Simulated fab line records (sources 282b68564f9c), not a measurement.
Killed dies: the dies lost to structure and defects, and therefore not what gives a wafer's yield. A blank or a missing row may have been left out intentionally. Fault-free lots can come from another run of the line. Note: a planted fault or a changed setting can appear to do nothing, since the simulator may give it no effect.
Which tool is to blame? || flow rit_cmos || Sampling: 12 lots, 36 wafers, 2 of 202 route steps

## WHAT EACH GAUGE READ, for each wafer
RIT_CONTACT_OVL_MEAS_09. Usual: CONTACT_OVL gives 0.0 nm (standard deviation 1.3).
{"lot": "L959", "measured": "day 3 06:59", "on": "overlay-02", "CONTACT_OVL (nm)": "-0.3 -1.0 -1.2", "flag": ""}
{"lot": "L960", "measured": "day 3 13:14", "on": "overlay-01", "CONTACT_OVL (nm)": "1.6 -0.3 1.7", "flag": ""}
{"lot": "L961", "measured": "day 3 19:14", "on": "overlay-01", "CONTACT_OVL (nm)": "2.1 1.2 1.8", "flag": ""}
{"lot": "L962", "measured": "day 3 19:49", "on": "overlay-02", "CONTACT_OVL (nm)": "0.9 0.5 0.7", "flag": ""}
{"lot": "L963", "measured": "day 4 08:54", "on": "overlay-01", "CONTACT_OVL (nm)": "-0.3 -0.9 -1.1", "flag": ""}
{"lot": "L965", "measured": "day 4 11:18", "on": "overlay-02", "CONTACT_OVL (nm)": "3.4 1.1 1.6", "flag": ""}
{"lot": "L971", "measured": "day 5 18:10", "on": "overlay-01", "CONTACT_OVL (nm)": "1.1 2.9 1.0", "flag": ""}
{"lot": "L972", "measured": "day 5 21:08", "on": "overlay-01", "CONTACT_OVL (nm)": "128.9 130.5 129.9", "flag": "OFF"}
{"lot": "L973", "measured": "day 6 03:08", "on": "overlay-01", "CONTACT_OVL (nm)": "129.7 129.4 129.7", "flag": "OFF"}
{"lot": "L975", "measured": "day 6 13:35", "on": "overlay-02", "CONTACT_OVL (nm)": "-0.3 -1.0 -0.7", "flag": ""}
{"lot": "L978", "measured": "day 7 05:31", "on": "overlay-01", "CONTACT_OVL (nm)": "-1.6 -1.2 -0.8", "flag": ""}
{"lot": "L979", "measured": "day 7 09:29", "on": "overlay-02", "CONTACT_OVL (nm)": "1.7 0.5 0.4", "flag": ""}

## TOOL THAT RAN EACH LOT (tool first, then ch and the chambers of the sampled wafers, then the start)
{"lot": "L959", "RIT_CONTACT_EXPOSE_05": "iline_stepper-01 ch 0, day 3 06:22"}
{"lot": "L960", "RIT_CONTACT_EXPOSE_05": "iline_stepper-01 ch 0, day 3 12:39"}
{"lot": "L961", "RIT_CONTACT_EXPOSE_05": "iline_stepper-01 ch 0, day 3 18:36"}
{"lot": "L962", "RIT_CONTACT_EXPOSE_05": "iline_stepper-02 ch 0, day 3 19:10"}
{"lot": "L963", "RIT_CONTACT_EXPOSE_05": "iline_stepper-02 ch 0, day 4 08:10"}
{"lot": "L965", "RIT_CONTACT_EXPOSE_05": "iline_stepper-02 ch 0, day 4 10:41"}
{"lot": "L971", "RIT_CONTACT_EXPOSE_05": "iline_stepper-02 ch 0, day 5 17:32"}
{"lot": "L972", "RIT_CONTACT_EXPOSE_05": "iline_stepper-01 ch 0, day 5 20:29"}
{"lot": "L973", "RIT_CONTACT_EXPOSE_05": "iline_stepper-01 ch 0, day 6 02:30"}
{"lot": "L975", "RIT_CONTACT_EXPOSE_05": "iline_stepper-02 ch 0, day 6 12:57"}
{"lot": "L978", "RIT_CONTACT_EXPOSE_05": "iline_stepper-02 ch 0, day 7 04:54"}
{"lot": "L979", "RIT_CONTACT_EXPOSE_05": "iline_stepper-02 ch 0, day 7 08:47"}
- RIT_CONTACT_EXPOSE_05: exposes mask M11, target cd 1000 nm.

## WHAT THE TOOLS THEMSELVES READ (means of the sampled wafers that have a number; where no wafer has one, the mark that the record gives instead)
The record holds no such reading with a usual standard deviation.

## THE ANSWER, worked out from the rows above alone
Rule: a lot counts as off when the mean over its wafers that have a number is more than 3 standard deviations away from the usual mean. Also off: a lot with no number at a reading for which 4 or more lots have one. All remaining lots with rows at the step are treated as sound. First the gauges in route order, then the tools' own readings, where a lot's mean is used as printed above. The first step at which some lot is off is used, and at that step the reading that is off furthest; a lot without a number counts as furthest.
Off: L972, L973, seen at RIT_CONTACT_OVL_MEAS_09 (CONTACT_OVL).
A tool fits if, at a process step before that reading, it ran every lot that is off, and no sound lot after the first of them. Gauges at RIT_CONTACT_OVL_MEAS_09: tried the same way as those tools. One candidate fits, namely iline_stepper-01 at RIT_CONTACT_EXPOSE_05. Its last sound lot is L961 (day 3 18:36), its first lot that is off L972 (day 5 20:29): a fault that began between those two fits.

## WHAT WAS PUT IN BY THE SIMULATOR
Scanner matching overlay: iline_stepper-01, from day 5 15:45 on, at RIT_CONTACT_EXPOSE_05. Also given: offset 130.
Lots struck among those shown: L972, L973. The same result came from the rule above.
